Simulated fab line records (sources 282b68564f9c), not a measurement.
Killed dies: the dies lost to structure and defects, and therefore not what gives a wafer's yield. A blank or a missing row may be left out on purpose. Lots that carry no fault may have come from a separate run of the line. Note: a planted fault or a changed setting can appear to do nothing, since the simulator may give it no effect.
The tool behind it: which one? -- flow rit cmos -- 14 lots, 42 wafers sampled, at 2 steps of a route of 202

WHAT THE GAUGES SHOWED, per wafer
RIT_NWELL_TW_MEAS_10.
lot,measured,on,NWELL_TW
L272,day 2 02:33,film metro-03,2168 2155 2156
L273,day 2 05:01,film metro-02,2132 2139 2137
L274,day 2 09:49,film metro-01,2154 2150 2167
L276,day 2 20:38,film metro-02,2147 2131 2138
L277,day 3 01:11,film metro-01,2185 2185 2178
L278,day 3 07:04,film metro-03,2165 2165 2170
L279,day 3 10:08,film metro-01,2180 2172 2170
L282,day 4 05:32,film metro-02,2100 2096 2104
L283,day 4 09:40,film metro-02,2097 2097 2102
L284,day 4 13:20,film metro-01,2164 2159 2155
L285,day 4 19:51,film metro-01,2165 2158 2164
L288,day 5 07:44,film metro-02,2147 2135 2141
L289,day 5 12:59,film metro-02,2132 2137 2144
L291,day 5 23:17,film metro-02,2133 2141 2140

TOOL THAT RAN EACH LOT (tool first, then ch and the chambers of the sampled wafers, then the start)
lot,RIT_NWELL_IMPLANT_08
L272,"implanter-01 ch 0, day 2 02:16"
L273,"implanter-01 ch 0, day 2 04:42"
L274,"implanter-04 ch 0, day 2 09:29"
L276,"implanter-04 ch 0, day 2 20:20"
L277,"implanter-01 ch 0, day 3 00:50"
L278,"implanter-01 ch 0, day 3 06:44"
L279,"implanter-04 ch 0, day 3 09:52"
L282,"implanter-04 ch 0, day 4 05:13"
L283,"implanter-04 ch 0, day 4 09:20"
L284,"implanter-02 ch 0, day 4 13:01"
L285,"implanter-01 ch 0, day 4 19:32"
L288,"implanter-01 ch 0, day 5 07:24"
L289,"implanter-02 ch 0, day 5 12:40"
L291,"implanter-01 ch 0, day 5 22:58"
- RIT_NWELL_IMPLANT_08

AS READ BY THE TOOLS THEMSELVES (means over the sampled wafers that have a number; for cases with no such wafer, the mark the record gives instead)
RIT_NWELL_IMPLANT_08.
lot,tool,beam energy keV
L272,implanter-01,169.99
L273,implanter-01,169.99
L274,implanter-04,170.00
L276,implanter-04,169.97
L277,implanter-01,169.96
L278,implanter-01,170.00
L279,implanter-04,170.03
L282,implanter-04,153.06
L283,implanter-04,153.00
L284,implanter-02,170.06
L285,implanter-01,169.97
L288,implanter-01,169.98
L289,implanter-02,169.99
L291,implanter-01,170.01

THE ANSWER, worked out from the rows above alone
Rule: usual is defined by the lots themselves. Put in order of their means at a reading, lots are off if they are a third of the lots or fewer, leave a main group of 4 or more, and stand apart from it by a gap of 3 or more times the standard deviation of the main group's means; of several such gaps the widest counts. A main group whose means are all the same, to the digits that the tables above print for the reading, isn't used. Also off: a lot with no number at a reading for which 4 or more lots have one. The other lots that the step has rows for count as sound. The gauges are gone through in route order, then the tools' own readings, and for those a lot's mean is taken as printed above. At the first step where some lot is off, the reading lying furthest off is the one used; lots without a number count as furthest.
Off: L282, L283, at RIT_NWELL_IMPLANT_08 (beam energy keV). The main group: mean 170.00, standard deviation 0.027.
If a tool, at that step or one of the process steps before it, ran each lot that is off and ran no sound lot following the first of them, it fits. One fits: implanter-04 at RIT_NWELL_IMPLANT_08. Its last sound lot is L279 (day 3 09:52), its first lot that is off L282 (day 4 05:13): a fault that began between those two fits.
The tool's own readings at RIT_NWELL_IMPLANT_08 bear it out: on the lots that are off they differ by more than 5 times the standard deviation of the sound lots' means. beam energy keV reads 153.03 there against 170.00 on the sound lots.

WHAT THE SIMULATOR PUT IN
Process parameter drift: implanter-04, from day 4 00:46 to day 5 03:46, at RIT_NWELL_IMPLANT_08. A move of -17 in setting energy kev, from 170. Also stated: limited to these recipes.
Struck lots among those shown: L282, L283. The rule above reached the same finding.
